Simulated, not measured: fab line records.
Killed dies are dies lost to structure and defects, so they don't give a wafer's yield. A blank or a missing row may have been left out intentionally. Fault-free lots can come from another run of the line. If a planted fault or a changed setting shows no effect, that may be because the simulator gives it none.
fab line records || flow ritCmos
record {"lots": 15, "wafers": 45, "lastDay": 7}
route steps=202 shown SPACER@128 M1@202
lots that met no fault: from a run of the same line without faults
startH: hours from the record's opening day to when the first of the lot's shown wafers began || waitH: hours elapsed since this lot's preceding step || " unchanged from the row above || L1.1+2: one row covering several wafers at once || - no value present, or no start provided || * or withheld: withheld || < > ~ a bound
route shown NAME@n: a module of which the file shows steps, and the number in the route of the first || usual: the fault-free wafers' mean and standard deviation || same: alike in all rows || chamber/n: place in a boat || sites: per-site readings || _std_site: standard deviation across them || _edge_site: inner sites' mean taken away from outer sites' mean || radiusMm: how far each site lies from the wafer's centre || mask NAME#n: copy n || behind: the tool/chamber that last shaped the wafer || hold: the reason the lot was held/the length of the hold in hours/how it ended || device: which transistor (n, p or np) failed to switch || end of line: at the end of the route, the tests of the same wafers || a step given without rows: its recipe and nothing more || killed: dies lost to structure and defects at the first sort, not the wafer's yield || map: a wafer's dies, marking killed ones x, the rest . and places with no die _
set.NAME: the setting as run; set.NAME@STEP: as run at that earlier step || model.NAME: the simulator's own value behind a step, which no gauge read
one table for each step of the route and one row for each wafer, over a sample of lots
services: when a tool's chamber went out of use (startH, in hours from the record's first day, below 0 if earlier), for how many hours, and the reason
## steps
# step RIT_SPACER_CVD_03
# recipe {"material": "Si3N4", "targetThkNm": 250, "tempC": 810, "precursor": "SiH2Cl2/NH3", "timeS": 3300, "pressureMtorr": 300, "sih2cl2FlowSccm": 60, "nh3FlowSccm": 150}
# usual {"spikeTcSourceC": "834.3/2.5"}
{"lot.wafer": "L198.1", "tool": "lpcvd-01", "chamber": 1, "startH": 48.17, "waitH": 0.0, "spikeTcSourceC": 833.5}
{"lot.wafer": "L198.3", "tool": "lpcvd-01", "chamber": 1, "startH": 48.17, "waitH": 0.0, "spikeTcSourceC": 834.7}
{"lot.wafer": "L198.6", "tool": "lpcvd-01", "chamber": 1, "startH": 48.17, "waitH": 0.0, "spikeTcSourceC": 833.8}
{"lot.wafer": "L199.1", "tool": "lpcvd-01", "chamber": 0, "startH": 50.78, "waitH": 0.0, "spikeTcSourceC": 838.3}
{"lot.wafer": "L199.3", "tool": "lpcvd-01", "chamber": 0, "startH": 50.78, "waitH": 0.0, "spikeTcSourceC": 836.6}
{"lot.wafer": "L199.6", "tool": "lpcvd-01", "chamber": 0, "startH": 50.78, "waitH": 0.0, "spikeTcSourceC": 838.7}
{"lot.wafer": "L200.1", "tool": "lpcvd-01", "chamber": 1, "startH": 59.30, "waitH": 0.0, "spikeTcSourceC": 832.7}
{"lot.wafer": "L200.5", "tool": "lpcvd-01", "chamber": 1, "startH": 59.30, "waitH": 0.0, "spikeTcSourceC": 834.1}
{"lot.wafer": "L200.6", "tool": "lpcvd-01", "chamber": 1, "startH": 59.30, "waitH": 0.0, "spikeTcSourceC": 835.4}
{"lot.wafer": "L201.1", "tool": "lpcvd-01", "chamber": 0, "startH": 62.18, "waitH": 0.9, "spikeTcSourceC": 837.1}
{"lot.wafer": "L201.3", "tool": "lpcvd-01", "chamber": 0, "startH": 62.18, "waitH": 0.9, "spikeTcSourceC": 837.2}
{"lot.wafer": "L201.4", "tool": "lpcvd-01", "chamber": 0, "startH": 62.18, "waitH": 0.9, "spikeTcSourceC": 836.3}
{"lot.wafer": "L202.1", "tool": "lpcvd-02", "chamber": 1, "startH": 66.74, "waitH": 0.0, "spikeTcSourceC": 832.5}
{"lot.wafer": "L202.4", "tool": "lpcvd-02", "chamber": 1, "startH": 66.74, "waitH": 0.0, "spikeTcSourceC": 833.2}
{"lot.wafer": "L202.5", "tool": "lpcvd-02", "chamber": 1, "startH": 66.74, "waitH": 0.0, "spikeTcSourceC": 831.5}
{"lot.wafer": "L203.1", "tool": "lpcvd-01", "chamber": 1, "startH": 70.91, "waitH": 0.0, "spikeTcSourceC": 835.1}
{"lot.wafer": "L203.4", "tool": "lpcvd-01", "chamber": 1, "startH": 70.91, "waitH": 0.0, "spikeTcSourceC": 834.3}
{"lot.wafer": "L203.5", "tool": "lpcvd-01", "chamber": 1, "startH": 70.91, "waitH": 0.0, "spikeTcSourceC": 834.7}
{"lot.wafer": "L204.1", "tool": "lpcvd-01", "chamber": 0, "startH": 75.19, "waitH": 0.0, "spikeTcSourceC": 837.6}
{"lot.wafer": "L204.5", "tool": "lpcvd-01", "chamber": 0, "startH": 75.19, "waitH": 0.0, "spikeTcSourceC": 836.4}
{"lot.wafer": "L204.6", "tool": "lpcvd-01", "chamber": 0, "startH": 75.19, "waitH": 0.0, "spikeTcSourceC": 837.3}
{"lot.wafer": "L208.2", "tool": "lpcvd-02", "chamber": 0, "startH": 99.11, "waitH": 1.1, "spikeTcSourceC": 831.0}
{"lot.wafer": "L208.3", "tool": "lpcvd-02", "chamber": 0, "startH": 99.11, "waitH": 1.1, "spikeTcSourceC": 831.4}
{"lot.wafer": "L208.6", "tool": "lpcvd-02", "chamber": 0, "startH": 99.11, "waitH": 1.1, "spikeTcSourceC": 830.2}
{"lot.wafer": "L209.2", "tool": "lpcvd-02", "chamber": 1, "startH": 101.02, "waitH": 1.0, "spikeTcSourceC": 829.6}
{"lot.wafer": "L209.3", "tool": "lpcvd-02", "chamber": 1, "startH": 101.02, "waitH": 1.0, "spikeTcSourceC": 833.7}
{"lot.wafer": "L209.5", "tool": "lpcvd-02", "chamber": 1, "startH": 101.02, "waitH": 1.0, "spikeTcSourceC": 833.3}
{"lot.wafer": "L210.1", "tool": "lpcvd-02", "chamber": 1, "startH": 108.73, "waitH": 0.1, "spikeTcSourceC": 832.8}
{"lot.wafer": "L210.4", "tool": "lpcvd-02", "chamber": 1, "startH": 108.73, "waitH": 0.1, "spikeTcSourceC": 832.3}
{"lot.wafer": "L210.6", "tool": "lpcvd-02", "chamber": 1, "startH": 108.73, "waitH": 0.1, "spikeTcSourceC": 831.4}
{"lot.wafer": "L215.1", "tool": "lpcvd-01", "chamber": 0, "startH": 131.00, "waitH": 0.0, "spikeTcSourceC": 837.0}
{"lot.wafer": "L215.2", "tool": "lpcvd-01", "chamber": 0, "startH": 131.00, "waitH": 0.0, "spikeTcSourceC": 839.6}
{"lot.wafer": "L215.5", "tool": "lpcvd-01", "chamber": 0, "startH": 131.00, "waitH": 0.0, "spikeTcSourceC": 837.6}
{"lot.wafer": "L216.2", "tool": "lpcvd-01", "chamber": 0, "startH": 139.51, "waitH": 0.9, "spikeTcSourceC": 837.0}
{"lot.wafer": "L216.5", "tool": "lpcvd-01", "chamber": 0, "startH": 139.51, "waitH": 0.9, "spikeTcSourceC": 837.7}
{"lot.wafer": "L216.6", "tool": "lpcvd-01", "chamber": 0, "startH": 139.51, "waitH": 0.9, "spikeTcSourceC": 836.0}
{"lot.wafer": "L217.4", "tool": "lpcvd-01", "chamber": 1, "startH": 141.43, "waitH": 0.5, "spikeTcSourceC": 835.4}
{"lot.wafer": "L217.5", "tool": "lpcvd-01", "chamber": 1, "startH": 141.43, "waitH": 0.5, "spikeTcSourceC": 833.2}
{"lot.wafer": "L217.6", "tool": "lpcvd-01", "chamber": 1, "startH": 141.43, "waitH": 0.5, "spikeTcSourceC": 835.2}
{"lot.wafer": "L219.1", "tool": "lpcvd-01", "chamber": 1, "startH": 150.73, "waitH": 0.0, "spikeTcSourceC": 835.5}
{"lot.wafer": "L219.4", "tool": "lpcvd-01", "chamber": 1, "startH": 150.73, "waitH": 0.0, "spikeTcSourceC": 834.2}
{"lot.wafer": "L219.6", "tool": "lpcvd-01", "chamber": 1, "startH": 150.73, "waitH": 0.0, "spikeTcSourceC": 834.6}
{"lot.wafer": "L221.2", "tool": "lpcvd-01", "chamber": 0, "startH": 165.00, "waitH": 0.0, "spikeTcSourceC": 836.0}
{"lot.wafer": "L221.3", "tool": "lpcvd-01", "chamber": 0, "startH": 165.00, "waitH": 0.0, "spikeTcSourceC": 839.0}
{"lot.wafer": "L221.6", "tool": "lpcvd-01", "chamber": 0, "startH": 165.00, "waitH": 0.0, "spikeTcSourceC": 835.9}
# step RIT_M1_PROBE_99
# usual {"killedAtContacts": "0.1/0.32", "killedAtFrontEnd": "7/3", "killedDies": "7/3.1", "killedOpen": "3.3/1.8", "killedShort": "3.6/2"}
# same {"grossDies": 264, "killed_at_M0_to_M3": 0, "killed_at_M4_up": 0, "killedAtBackSide": 0, "killedAtOther": 0}
{"lot.wafer": "L208.2", "tool": "prober-01", "chamber": "-", "startH": 112.32, "waitH": 0.1, "killedAtContacts": 0, "killedAtFrontEnd": 20, "killedDies": 20, "killedOpen": 1, "killedShort": 5}
{"lot.wafer": "L208.3", "tool": "prober-01", "chamber": "-", "startH": 112.37, "waitH": 0.2, "killedAtContacts": 0, "killedAtFrontEnd": 22, "killedDies": 22, "killedOpen": 5, "killedShort": 3}
{"lot.wafer": "L208.6", "tool": "prober-01", "chamber": "-", "startH": 112.52, "waitH": 0.2, "killedAtContacts": 0, "killedAtFrontEnd": 23, "killedDies": 23, "killedOpen": 2, "killedShort": 5}
{"lot.wafer": "L209.2", "tool": "prober-02", "chamber": "-", "startH": 114.63, "waitH": 0.1, "killedAtContacts": 0, "killedAtFrontEnd": 32, "killedDies": 32, "killedOpen": 3, "killedShort": 2}
{"lot.wafer": "L209.3", "tool": "prober-02", "chamber": "-", "startH": 114.68, "waitH": 0.2, "killedAtContacts": 1, "killedAtFrontEnd": 32, "killedDies": 33, "killedOpen": 4, "killedShort": 0}
{"lot.wafer": "L209.5", "tool": "prober-02", "chamber": "-", "startH": 114.78, "waitH": 0.2, "killedAtContacts": 0, "killedAtFrontEnd": 29, "killedDies": 29, "killedOpen": 3, "killedShort": 3}
{"lot.wafer": "L210.1", "tool": "prober-01", "chamber": "-", "startH": 121.81, "waitH": 0.1, "killedAtContacts": 0, "killedAtFrontEnd": 27, "killedDies": 27, "killedOpen": 2, "killedShort": 2}
{"lot.wafer": "L210.4", "tool": "prober-01", "chamber": "-", "startH": 121.96, "waitH": 0.2, "killedAtContacts": 0, "killedAtFrontEnd": 38, "killedDies": 38, "killedOpen": 8, "killedShort": 5}
{"lot.wafer": "L210.6", "tool": "prober-01", "chamber": "-", "startH": 122.06, "waitH": 0.2, "killedAtContacts": 0, "killedAtFrontEnd": 36, "killedDies": 36, "killedOpen": 4, "killedShort": 4}
{"lot.wafer": "L216.2", "tool": "prober-01", "chamber": "-", "startH": 152.62, "waitH": 0.1, "killedAtContacts": 0, "killedAtFrontEnd": 8, "killedDies": 8, "killedOpen": 2, "killedShort": 6}
{"lot.wafer": "L216.5", "tool": "prober-01", "chamber": "-", "startH": 152.77, "waitH": 0.2, "killedAtContacts": 0, "killedAtFrontEnd": 3, "killedDies": 3, "killedOpen": 2, "killedShort": 1}
{"lot.wafer": "L216.6", "tool": "prober-01", "chamber": "-", "startH": 152.82, "waitH": 0.2, "killedAtContacts": 0, "killedAtFrontEnd": 7, "killedDies": 7, "killedOpen": 3, "killedShort": 4}
# killed by level:class
L208.2 SPACER:unspecified=14 REOX:geometricParticle:short=3 GATE:geometricParticle:short=1 GATE:geometricParticle:open=1 SILICIDE:geometricParticle:short=1
L208.3 SPACER:unspecified=14 GATE:geometricParticle:open=3 REOX:geometricParticle:short=2 FOX1:geometricParticle:open=1 GATE:geometricParticle:short=1 REOX:geometricParticle:open=1
L208.6 SPACER:unspecified=16 GATE:geometricParticle:short=3 FOX1:geometricParticle:short=1 SPACER:geometricParticle:short=1 SPACER:geometricParticle:open=1 SILICIDE:geometricParticle:open=1
L209.2 SPACER:unspecified=27 GATE:geometricParticle:open=2 SPACER:geometricParticle:short=1 SILICIDE:geometricParticle:open=1 SILICIDE:geometricParticle:short=1
L209.3 SPACER:unspecified=29 GATE:geometricParticle:open=2 FOX1:geometricParticle:open=1 CONTACT:geometricParticle:open=1
L209.5 SPACER:unspecified=23 GATE:geometricParticle:open=2 FOX1:geometricParticle:short=1 FOX1:geometricParticle:open=1 GATE:geometricParticle:short=1 SILICIDE:geometricParticle:short=1
L210.1 SPACER:unspecified=23 FOX1:geometricParticle:short=1 FOX1:geometricParticle:open=1 GATE:geometricParticle:short=1 GATE:geometricParticle:open=1
L210.4 SPACER:unspecified=25 SILICIDE:geometricParticle:open=5 SILICIDE:geometricParticle:short=2 FOX1:geometricParticle:short=1 GATE:geometricParticle:open=1 REOX:geometricParticle:open=1 REOX:geometricParticle:short=1 SPACER:geometricParticle:open=1
L210.6 SPACER:unspecified=28 GATE:geometricParticle:open=2 FOX1:geometricParticle:short=1 FOX2:geometricParticle:open=1 GATE:geometricParticle:short=1 REOX:geometricParticle:open=1 REOX:geometricParticle:short=1 SPACER:geometricParticle:short=1
L216.2 FOX1:geometricParticle:short=2 GATE:geometricParticle:open=2 SPACER:geometricParticle:short=2 FOX2:geometricParticle:short=1 GATE:geometricParticle:short=1
L216.5 SPACER:geometricParticle:open=2 SPACER:geometricParticle:short=1
L216.6 FOX1:geometricParticle:short=2 FOX1:geometricParticle:open=1 FOX2:geometricParticle:open=1 GATE:geometricParticle:open=1 REOX:geometricParticle:short=1 SPACER:geometricParticle:short=1
## services
{"tool": "lpcvd-01", "chamber": "-", "startH": 80.88, "hours": 2.1, "kind": "repair"}
## key
firstSign {"step": "RIT_M1_PROBE_99", "reading": "killedAtFrontEnd", "direction": "up", "sigmas": 7.2, "usual": 7, "struck": 29}
effect {"step": "RIT_M1_PROBE_99", "reading": "killedDies", "direction": "up", "sigmas": 7.2, "usual": 7, "struck": 29}
metAt RIT_SPACER_CVD_03
struckLots L208,L209,L210
testerLeftOut L208,L209,L210
onsetBetween 66.74 99.11
fault {"kind": "chamberParticleSource", "tool": "lpcvd-02", "chamber": "-", "onsetH": 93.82, "steps": "RIT_SPACER_CVD_03", "ratePerVisitCm2": 0.42935, "endH": 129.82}
# testerLeftOut: of these lots the tester's yield and bins aren't shown, on N5 and GAA mostly nor the transistor test; their killed dies are dies lost to structure and defects alone, not to doping, threshold or leakage, so they don't give the yield
